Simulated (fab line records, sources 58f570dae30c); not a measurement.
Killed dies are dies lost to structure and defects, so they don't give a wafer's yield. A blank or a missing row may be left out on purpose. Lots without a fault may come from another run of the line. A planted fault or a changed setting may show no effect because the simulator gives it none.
Which tool did it? | flow berkeley_cmos170 | 14 lots, 42 wafers sampled, at 2 steps of a route of 331

WHAT THE GAUGES READ, wafer by wafer
UCB170_PWELL_THK_MEAS_03.
lot  | measured    | on            | PWELL_OXIDE_THK (nm)
L958 | day 3 07:35 | film_metro-03 | 26.6 26.4 26.8
L960 | day 3 12:53 | film_metro-02 | 26.7 26.2 26.1
L961 | day 3 20:53 | film_metro-01 | 26.2 26.0 26.4
L963 | day 4 03:21 | film_metro-02 | 26.2 25.7 26.1
L962 | day 4 03:22 | film_metro-03 | 26.7 26.8 26.9
L964 | day 4 16:23 | film_metro-02 | 26.6 26.5 26.2
L967 | day 5 03:40 | film_metro-02 | 25.2 25.3 26.0
L968 | day 5 10:32 | film_metro-03 | 25.7 25.4 26.1
L969 | day 5 10:32 | film_metro-02 | 25.8 25.7 25.9
L978 | day 7 09:22 | film_metro-03 | 26.6 26.0 26.3
L976 | day 7 09:23 | film_metro-02 | 26.4 25.8 26.4
L977 | day 7 09:23 | film_metro-01 | 26.6 27.0 26.6
L979 | day 7 09:25 | film_metro-02 | 26.7 26.2 26.6
L980 | day 7 23:23 | film_metro-01 | 27.0 26.8 26.4

UCB170_SCREENOX_THK_MEAS_02.
lot  | measured     | on            | SCREENOX_OXIDE_THK (nm)
L958 | day 6 15:28  | film_metro-03 | 14.12 14.11 13.96
L960 | day 6 15:29  | film_metro-01 | 14.66 14.57 14.35
L961 | day 7 00:40  | film_metro-04 | 14.16 14.31 14.12
L963 | day 7 15:45  | film_metro-04 | 14.38 14.33 14.32
L962 | day 7 15:46  | film_metro-03 | 14.05 13.93 13.90
L964 | day 8 02:49  | film_metro-04 | 14.12 14.10 14.02
L967 | day 8 06:34  | film_metro-03 | 14.60 14.52 14.44
L968 | day 8 06:37  | film_metro-01 | 13.94 14.17 14.19
L969 | day 8 06:34  | film_metro-04 | 14.69 14.62 14.68
L978 | day 10 13:52 | film_metro-04 | 14.52 14.30 14.59
L976 | day 10 13:53 | film_metro-01 | 14.47 14.36 14.12
L977 | day 10 08:36 | film_metro-04 | 14.11 14.30 14.40
L979 | day 10 08:35 | film_metro-01 | 14.46 14.56 14.55
L980 | day 10 23:20 | film_metro-04 | 14.20 13.94 14.40

WHICH TOOL RAN EACH LOT (tool, then ch and the chambers of the sampled wafers, then the start)
The record holds no process step before these readings.

WHAT THE TOOLS THEMSELVES READ (means of the sampled wafers that have a number; where no wafer has one, the mark that the record gives instead)
The record holds no such reading with a usual standard deviation.

THE ANSWER, worked out from the rows above alone
Rule: what is usual is taken from the lots themselves. Put in order of their means at a reading, lots are off if they are a third of the lots or fewer, leave a main group of 4 or more, and stand apart from it by a gap of 3 or more times the standard deviation of the main group's means; of several such gaps the widest counts. A main group whose means are all the same, to the digits that the tables above print for the reading, isn't used. A lot without any number at a reading at which 4 lots or more have one is off too. The other lots that the step has rows for count as sound. The gauges are gone through in route order, then the tools' own readings, and for those a lot's mean is taken as printed above. The first step at which some lot is off is used, and at that step the reading that is off furthest; a lot without a number counts as furthest.
No lot is off at any reading shown: from this, nothing can be told.

WHAT THE SIMULATOR HAD PUT IN
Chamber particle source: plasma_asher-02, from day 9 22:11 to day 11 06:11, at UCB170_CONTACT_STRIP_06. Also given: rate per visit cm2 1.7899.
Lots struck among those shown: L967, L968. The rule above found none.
